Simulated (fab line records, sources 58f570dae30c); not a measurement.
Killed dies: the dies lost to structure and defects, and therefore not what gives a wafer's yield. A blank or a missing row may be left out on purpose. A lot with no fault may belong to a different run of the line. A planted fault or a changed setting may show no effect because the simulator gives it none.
A single fault, viewed from 2 desks :: flow berkeley_cmos170 :: what lay behind the numbers comes last; until then each desk has only its own

## THE METROLOGY DESK
What the gauges read, lot by lot, whatever tool the lot ran on: means of the sampled wafers that have a number. Any lot whose mean is over 4 standard deviations away from the usual mean is out of limits and marked OUT; that distance is given in the brackets.
Columns: A = cd_nm at UCB170_M3_CD_MEAS_15, usual 700.3 nm
lot: L952
first seen here: day 9 04:28
A: 700.5

lot: L951
first seen here: day 9 06:51
A: 700.4

lot: L953
first seen here: day 9 06:57
A: 703.0

lot: L950
first seen here: day 9 14:39
A: 700.8

lot: L954
first seen here: day 9 15:02
A: 701.7

lot: L955
first seen here: day 9 15:29
A: 697.5

lot: L958
first seen here: day 10 15:23
A: 700.2

lot: L957
first seen here: day 10 18:20
A: 703.1

lot: L960
first seen here: day 10 18:25
A: 701.5

lot: L962
first seen here: day 11 05:44
A: 700.8

lot: L961
first seen here: day 11 07:26
A: 699.3

lot: L971
first seen here: day 12 05:48
A: 699.0

lot: L970
first seen here: day 12 06:49
A: 702.4
Finding of this desk: none of the 13 lots has anything out of limits.

## TOOL OWNER'S DESK, rie_metal-03
The tool's own readings at UCB170_M3_METAL_ETCH_18 (etches Al in Cl2/BCl3, stops on SiO2, target depth 1170 nm, time 195 s): means of the sampled wafers that have a number, for each lot that ran on this tool. Any lot whose mean is over 4 standard deviations away from the usual mean is out of limits and marked OUT; that distance is given in the brackets.
Columns: A = drypump_motor_current_A at UCB170_M3_METAL_ETCH_18, usual 6.0 A; B = oes_product_au at UCB170_M3_METAL_ETCH_18, usual 0.846 a.u.; C = throttle_valve_pct at UCB170_M3_METAL_ETCH_18, usual 24.49 %
lot: L952
first seen here: day 9 04:40
A: 5.9
B: 0.853
C: 24.46

lot: L953
first seen here: day 9 07:09
A: 5.9
B: 0.834
C: 24.46

lot: L954
first seen here: day 9 15:14
A: 5.9
B: 0.839
C: 24.46

lot: L960
first seen here: day 10 18:38
A: 5.6
B: 0.843
C: 24.46

lot: L971
first seen here: day 12 06:00
A: 5.9
B: 0.883 (+4.7) OUT
C: 24.43
Finding of this desk: L971 out of limits; the first was L971 at day 12 06:00, on oes_product_au at UCB170_M3_METAL_ETCH_18. L952, L953, L954, L960: within limits.

## TAKEN TOGETHER
The tool owner's desk could have raised an alarm at day 12 06:00, on L971.
From the metrology desk's view, nothing was out of limits.
The metrology desk has L971 on record, within its limits.
All the named lots went through UCB170_M3_METAL_ETCH_18 on rie_metal-03.

## WHAT THE SIMULATOR HAD INSERTED
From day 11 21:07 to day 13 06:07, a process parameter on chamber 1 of rie_metal-03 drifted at UCB170_M3_METAL_ETCH_18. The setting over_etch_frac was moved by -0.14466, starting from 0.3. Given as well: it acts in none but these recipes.
Shown lots that were struck: L971.
Each desk's first reading out of limits, in hours after the fault started: the tool owner's desk, 9.
